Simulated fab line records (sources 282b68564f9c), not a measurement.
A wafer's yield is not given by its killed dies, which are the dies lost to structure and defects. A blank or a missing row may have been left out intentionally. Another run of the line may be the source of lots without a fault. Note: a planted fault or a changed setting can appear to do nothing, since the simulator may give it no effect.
Code-filled problem report in 8D (eight disciplines) form ; flow ritCmos ; the parts of the form that need people (team, actions taken, sign-off) are left out

## 1. PROBLEM STATEMENT
Mean REOX_OXIDE_THK at RIT_REOX_THK_MEAS_04: 28.9 nm over 9 wafers in 3 lots; fault-free wafers: 25.0 nm, standard deviation 0.47. Measured from the usual mean, that is +8.4 standard deviations.
First observed at day 3 22:18: wafer L232.1, on filmMetro-04. Wafers with a number at this step in the record: 45, from 15 lots. Rule for "out" (also "out of limits"): further than 4 standard deviations from the usual mean. The rest of the wafers with a number are treated as sound.

## 2. WHAT IT IS, AND WHAT IT ISN'T
question;is;is not
which readings at this step;REOX_OXIDE_THK;-
which lots;L232, L233, L235;L226, L227, L228, L229, L230, L231, L234, L239, L244, L245, L246, L248
which wafers of those lots;all that have a number;-
read on which gauges;filmMetro-03, filmMetro-04;filmMetro-02
when;from day 3 22:18;"up to then (18 sound wafers); but 18 sound wafers of L234, L239, L244, L245, L246, L248 came after"

## 3. THE SUSPECTS, EACH WITH WHAT RULES IT OUT
Counting: any tool at a process step up to the reading is kept as a suspect provided that every lot that is out went through it and no sound lot did after the first of them.
- the gauge at RIT_REOX_THK_MEAS_04 is ruled out. Those wafers that are out were read across 2 gauges (filmMetro-03, filmMetro-04).
- furnace-01 at RIT_REOX_OXIDATION_03 (target thk 25.2 nm, ox time 5580 s): kept. All lots that are out passed through it, beginning with L232 at day 3 19:45, and no sound lot followed; its final sound lot before that point was L231 at day 3 16:45. Its own spikeTcCentreC, spikeTcLoadC, spikeTcSourceC, tubeCenterTempC, tube_center_temp_C_max readings are out on those wafers.
Remaining after the count: furnace-01 at RIT_REOX_OXIDATION_03.

## 4. THE CAUSE (what the simulator had put in)
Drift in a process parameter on furnace-01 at RIT_REOX_OXIDATION_03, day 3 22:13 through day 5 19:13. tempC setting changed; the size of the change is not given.
This tool alone remained once counting was done.

## 5. SEQUENCE OF EFFECTS, ordered by route
One row per reading whose mean, taken over the struck wafers that have a number, lies over 3 standard deviations from the usual. Only readings for which the record gives a usual standard deviation are gone through. hours: the time from each lot's start at the first step in this table that gives one to its start at this step, as a median over the lots. sigmas: the change in usual standard deviations.
hours;step;reading;usual;on struck wafers;change;sigmas
0;RIT_REOX_OXIDATION_03;spikeTcCentreC;903.6 C;919.3;+15.7;+12
0;RIT_REOX_OXIDATION_03;spikeTcLoadC;924.3 C;937.1;+12.8;+4.7
0;RIT_REOX_OXIDATION_03;spikeTcSourceC;921.0 C;936.5;+15.5;+6.0
0;RIT_REOX_OXIDATION_03;tubeCenterTempC;900 C;915;+15;+99 or more
0;RIT_REOX_OXIDATION_03;tube_center_temp_C_max;902.3;917.4;+15.1;+40
3;RIT_REOX_THK_MEAS_04;REOX_OXIDE_THK;25.0 nm;28.9;+3.9;+8.4
It contains these process steps:
- RIT_REOX_OXIDATION_03: target thk 25.2 nm, ox time 5580 s.

## 6. HOW IT WOULD HAVE BEEN CAUGHT EARLIER
Counted from the fault's start at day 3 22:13, it took 0 hours until the first out-of-limits reading at a measuring or inspecting step in this record, taken at day 3 22:18.
Tool's own readings at RIT_REOX_OXIDATION_03, spikeTcCentreC, spikeTcLoadC, spikeTcSourceC, tubeCenterTempC, tube_center_temp_C_max: out on all struck wafers the step has rows for; an alarm limit on them would have tripped on the first.
Of the lots that are out (3), L233, L235 began RIT_REOX_OXIDATION_03 on furnace-01 after day 3 22:18. A hold on the tool at that time would have spared those 2.
